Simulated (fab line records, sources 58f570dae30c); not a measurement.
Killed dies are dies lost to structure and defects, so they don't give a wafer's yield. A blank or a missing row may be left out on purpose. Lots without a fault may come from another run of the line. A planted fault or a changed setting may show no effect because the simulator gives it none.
Which tool did it? | flow berkeley_cmos170 | 14 lots, 42 wafers sampled, at 6 steps of a route of 331

WHAT THE GAUGES READ, wafer by wafer
UCB170_V2_OVL_MEAS_13. Usual: V2_OVL -1 nm, standard deviation 5.1.
lot  | measured     | on         | V2_OVL (nm) | flag
L967 | day 9 13:28  | overlay-02 | -2 -3 -4    |
L969 | day 9 22:28  | overlay-01 | -7 -3 -5    |
L970 | day 10 16:56 | overlay-01 | -4 -6 -10   |
L972 | day 11 11:03 | overlay-02 | -2 -6 -3    |
L974 | day 11 17:51 | overlay-02 | 7 10 4      |
L971 | day 11 17:56 | overlay-01 | -2 0 0      |
L978 | day 12 07:53 | overlay-02 | -5 -4 -1    |
L982 | day 12 17:56 | overlay-02 | -1 -1 -1    |
L984 | day 13 00:37 | overlay-02 | 0 -3 -2     |
L985 | day 13 01:47 | overlay-01 | 1 -3 -1     |
L983 | day 13 02:58 | overlay-02 | -2 3 -4     |
L986 | day 13 06:38 | overlay-01 | -3 -4 -3    |
L987 | day 13 07:02 | overlay-02 | -3 -3 -5    |
L989 | day 14 03:13 | overlay-01 | -1 -2 -3    |

UCB170_M3_RS_MEAS_02: measures by four-point-probe. Usual: M3_AL_RS 0.0324 ohm/sq, standard deviation 0.00038.
lot  | measured     | on            | M3_AL_RS (ohm/sq)    | flag
L967 | day 9 14:03  | film_metro-03 | 0.0320 0.0317 0.0319 |
L969 | day 9 23:04  | film_metro-03 | 0.0322 0.0327 0.0319 |
L970 | day 10 17:41 | film_metro-01 | 0.0319 0.0326 0.0323 |
L972 | day 11 11:40 | film_metro-04 | 0.0322 0.0324 0.0325 |
L974 | day 11 18:29 | film_metro-03 | 0.0324 0.0329 0.0329 |
L971 | day 11 18:46 | film_metro-01 | 0.0158 0.0159 0.0158 | OFF
L978 | day 12 08:43 | film_metro-03 | 0.0159 0.0162 0.0159 | OFF
L982 | day 12 18:33 | film_metro-03 | 0.0321 0.0328 0.0325 |
L984 | day 13 01:13 | film_metro-03 | 0.0325 0.0329 0.0325 |
L985 | day 13 02:23 | film_metro-01 | 0.0322 0.0327 0.0324 |
L983 | day 13 03:34 | film_metro-01 | 0.0326 0.0325 0.0325 |
L986 | day 13 07:17 | film_metro-01 | 0.0327 0.0331 0.0330 |
L987 | day 13 07:38 | film_metro-03 | 0.0321 0.0319 0.0323 |
L989 | day 14 03:48 | film_metro-01 | 0.0326 0.0325 0.0330 |

UCB170_M3_THK_MEAS_03: measures by xrf. Usual: M3_AL_THK 898 nm, standard deviation 12.
lot  | measured     | on            | M3_AL_THK (nm) | flag
L967 | day 9 14:10  | film_metro-03 | 909 920 908    |
L969 | day 9 23:11  | film_metro-03 | 905 891 911    |
L970 | day 10 17:47 | film_metro-01 | 906 885 895    |
L972 | day 11 11:46 | film_metro-04 | 902 903 899    |
L974 | day 11 18:35 | film_metro-03 | 892 883 882    |
L971 | day 11 18:53 | film_metro-01 | 1814 1816 1817 | OFF
L978 | day 12 08:50 | film_metro-03 | 1817 1789 1813 | OFF
L982 | day 12 18:40 | film_metro-03 | 910 885 893    |
L984 | day 13 01:19 | film_metro-03 | 888 879 888    |
L985 | day 13 02:30 | film_metro-01 | 910 892 900    |
L983 | day 13 03:40 | film_metro-01 | 900 892 899    |
L986 | day 13 07:23 | film_metro-01 | 890 882 886    |
L987 | day 13 07:45 | film_metro-03 | 900 907 890    |
L989 | day 14 03:55 | film_metro-01 | 883 884 875    |

WHICH TOOL RAN EACH LOT (tool, then ch and the chambers of the sampled wafers, then the start)
lot  | UCB170_V1_ETCH_14                  | UCB170_M2_STRIP_07                   | UCB170_M3_SPUTTER_01
L967 | rie_diel-04 ch 0,2,3, day 9 08:12  | plasma_asher-04 ch 0, day 9 09:23    | pvd_sputter-04, day 9 13:58
L969 | rie_diel-02 ch 1,2, day 9 16:35    | plasma_asher-04 ch 0,1, day 9 17:49  | pvd_sputter-03, day 9 22:59
L970 | rie_diel-04 ch 0,1,2, day 10 10:49 | plasma_asher-03 ch 0,1, day 10 11:59 | pvd_sputter-04, day 10 17:29
L972 | rie_diel-04 ch 1,2, day 11 05:07   | plasma_asher-03 ch 0,1, day 11 06:19 | pvd_sputter-03, day 11 11:32
L974 | rie_diel-03 ch 0,2,3, day 11 09:25 | plasma_asher-04 ch 0,1, day 11 11:05 | pvd_sputter-03, day 11 18:20
L971 | rie_diel-02 ch 0,1,2, day 11 09:33 | plasma_asher-04 ch 0,1, day 11 11:23 | pvd_sputter-04, day 11 18:26
L978 | rie_diel-04 ch 1,2,3, day 12 00:48 | plasma_asher-03 ch 0,1, day 12 02:05 | pvd_sputter-04, day 12 08:23
L982 | rie_diel-02 ch 1,2, day 12 07:24   | plasma_asher-03 ch 0, day 12 08:41   | pvd_sputter-03, day 12 18:27
L984 | rie_diel-03 ch 2,3, day 12 17:45   | plasma_asher-04 ch 0,1, day 12 19:23 | pvd_sputter-03, day 13 01:06
L985 | rie_diel-03 ch 0,1,2, day 12 19:02 | plasma_asher-04 ch 0,1, day 12 20:49 | pvd_sputter-04, day 13 02:17
L983 | rie_diel-02 ch 0,1,3, day 12 19:45 | plasma_asher-01 ch 0,1, day 12 21:32 | pvd_sputter-01, day 13 03:28
L986 | rie_diel-03 ch 1,2,3, day 12 23:35 | plasma_asher-04 ch 0,1, day 13 00:46 | pvd_sputter-03, day 13 07:10
L987 | rie_diel-04 ch 0,2,3, day 12 23:39 | plasma_asher-03 ch 0,1, day 13 00:52 | pvd_sputter-04, day 13 07:32
L989 | rie_diel-02 ch 0,1,2, day 13 21:41 | plasma_asher-03 ch 0,1, day 13 22:52 | pvd_sputter-03, day 14 03:43
- UCB170_V1_ETCH_14: etches SiO2 in CHF3/CF4/Ar, stops on Al, target depth 1250 nm, time 291 s.
- UCB170_M2_STRIP_07: strips in O2.
- UCB170_M3_SPUTTER_01: material Al, target thk 900 nm, time 120 s.

WHAT THE TOOLS THEMSELVES READ (means of the sampled wafers that have a number; where no wafer has one, the mark that the record gives instead)
UCB170_V1_ETCH_14. Usual: chamber_pressure_mTorr 200.01 mTorr, standard deviation 0.16; drypump_motor_current_A 5.6 A, standard deviation 0.41; oes_product_au 0.873 a.u., standard deviation 0.014; throttle_valve_pct 6.97 %, standard deviation 0.083.
lot  | tool        | chamber_pressure_mTorr (mTorr) | drypump_motor_current_A (A) | oes_product_au (a.u.) | throttle_valve_pct (%) | flag
L967 | rie_diel-04 | 200.01                         | 5.6                         | 0.877                 | 6.98                   |
L969 | rie_diel-02 | 199.81                         | 5.8                         | 0.862                 | 6.91                   |
L970 | rie_diel-04 | 200.04                         | 5.1                         | 0.880                 | 7.01                   |
L972 | rie_diel-04 | 200.14                         | 5.1                         | 0.878                 | 7.03                   |
L974 | rie_diel-03 | 199.95                         | 5.6                         | 0.866                 | 7.00                   |
L971 | rie_diel-02 | 200.26                         | 5.7                         | 0.867                 | 6.93                   |
L978 | rie_diel-04 | 200.08                         | 5.5                         | 0.880                 | 7.00                   |
L982 | rie_diel-02 | 200.06                         | 5.7                         | 0.869                 | 6.96                   |
L984 | rie_diel-03 | 200.03                         | 5.5                         | 0.862                 | 6.99                   |
L985 | rie_diel-03 | 200.02                         | 5.9                         | 0.862                 | 6.94                   |
L983 | rie_diel-02 | 200.13                         | 5.6                         | 0.876                 | 7.01                   |
L986 | rie_diel-03 | 199.85                         | 5.8                         | 0.867                 | 6.94                   |
L987 | rie_diel-04 | 200.05                         | 5.6                         | 0.875                 | 6.97                   |
L989 | rie_diel-02 | 200.03                         | 5.7                         | 0.866                 | 6.93                   |

UCB170_M2_STRIP_07. Usual: chamber_pressure_mTorr 3500 mTorr, standard deviation 3.2; drypump_motor_current_A 6.2 A, standard deviation 0.52; oes_product_au 0.731 a.u., standard deviation 0.0047; strip_time_to_endpoint_s 22.08 s, standard deviation 0.055.
lot  | tool            | chamber_pressure_mTorr (mTorr) | drypump_motor_current_A (A) | oes_product_au (a.u.) | strip_time_to_endpoint_s (s) | flag
L967 | plasma_asher-04 | 3497                           | 6.6                         | 0.731                 | 22.09                        |
L969 | plasma_asher-04 | 3500                           | 5.8                         | 0.732                 | 22.01                        |
L970 | plasma_asher-03 | 3497                           | 6.5                         | 0.730                 | 22.06                        |
L972 | plasma_asher-03 | 3501                           | 6.3                         | 0.730                 | 22.10                        |
L974 | plasma_asher-04 | 3499                           | 6.2                         | 0.730                 | 22.05                        |
L971 | plasma_asher-04 | 3501                           | 5.8                         | 0.730                 | 22.07                        |
L978 | plasma_asher-03 | 3498                           | 6.5                         | 0.733                 | 22.07                        |
L982 | plasma_asher-03 | 3500                           | 6.0                         | 0.728                 | 22.00                        |
L984 | plasma_asher-04 | 3499                           | 6.2                         | 0.734                 | 22.11                        |
L985 | plasma_asher-04 | 3499                           | 6.2                         | 0.729                 | 22.09                        |
L983 | plasma_asher-01 | 3495                           | 6.1                         | 0.729                 | 22.14                        |
L986 | plasma_asher-04 | 3503                           | 5.8                         | 0.733                 | 22.14                        |
L987 | plasma_asher-03 | 3499                           | 6.3                         | 0.733                 | 22.02                        |
L989 | plasma_asher-03 | 3500                           | 6.3                         | 0.727                 | 22.00                        |

UCB170_M3_SPUTTER_01. Usual: throttle_valve_pct 30.0 %, standard deviation 0.86.
lot  | tool           | throttle_valve_pct (%) | flag
L967 | pvd_sputter-04 | 29.4                   |
L969 | pvd_sputter-03 | 30.3                   |
L970 | pvd_sputter-04 | 30.1                   |
L972 | pvd_sputter-03 | 29.9                   |
L974 | pvd_sputter-03 | 30.2                   |
L971 | pvd_sputter-04 | 29.8                   |
L978 | pvd_sputter-04 | 30.1                   |
L982 | pvd_sputter-03 | 30.4                   |
L984 | pvd_sputter-03 | 30.3                   |
L985 | pvd_sputter-04 | 29.6                   |
L983 | pvd_sputter-01 | 29.7                   |
L986 | pvd_sputter-03 | 30.1                   |
L987 | pvd_sputter-04 | 29.7                   |
L989 | pvd_sputter-03 | 30.2                   |

THE ANSWER, worked out from the rows above alone
Rule: a lot is off if the mean of its wafers that have a number lies more than 3 standard deviations from the usual mean. A lot without any number at a reading at which 4 lots or more have one is off too. The other lots that the step has rows for count as sound. The gauges are gone through in route order, then the tools' own readings, and for those a lot's mean is taken as printed above. The first step at which some lot is off is used, and at that step the reading that is off furthest; a lot without a number counts as furthest.
Off: L971, L978, at UCB170_M3_RS_MEAS_02 (M3_AL_RS).
A tool fits if, at a process step before that reading, it ran every lot that is off, and no sound lot after the first of them. The gauges at UCB170_M3_RS_MEAS_02 are tried like those tools. None of those tried fits.

WHAT THE SIMULATOR HAD PUT IN
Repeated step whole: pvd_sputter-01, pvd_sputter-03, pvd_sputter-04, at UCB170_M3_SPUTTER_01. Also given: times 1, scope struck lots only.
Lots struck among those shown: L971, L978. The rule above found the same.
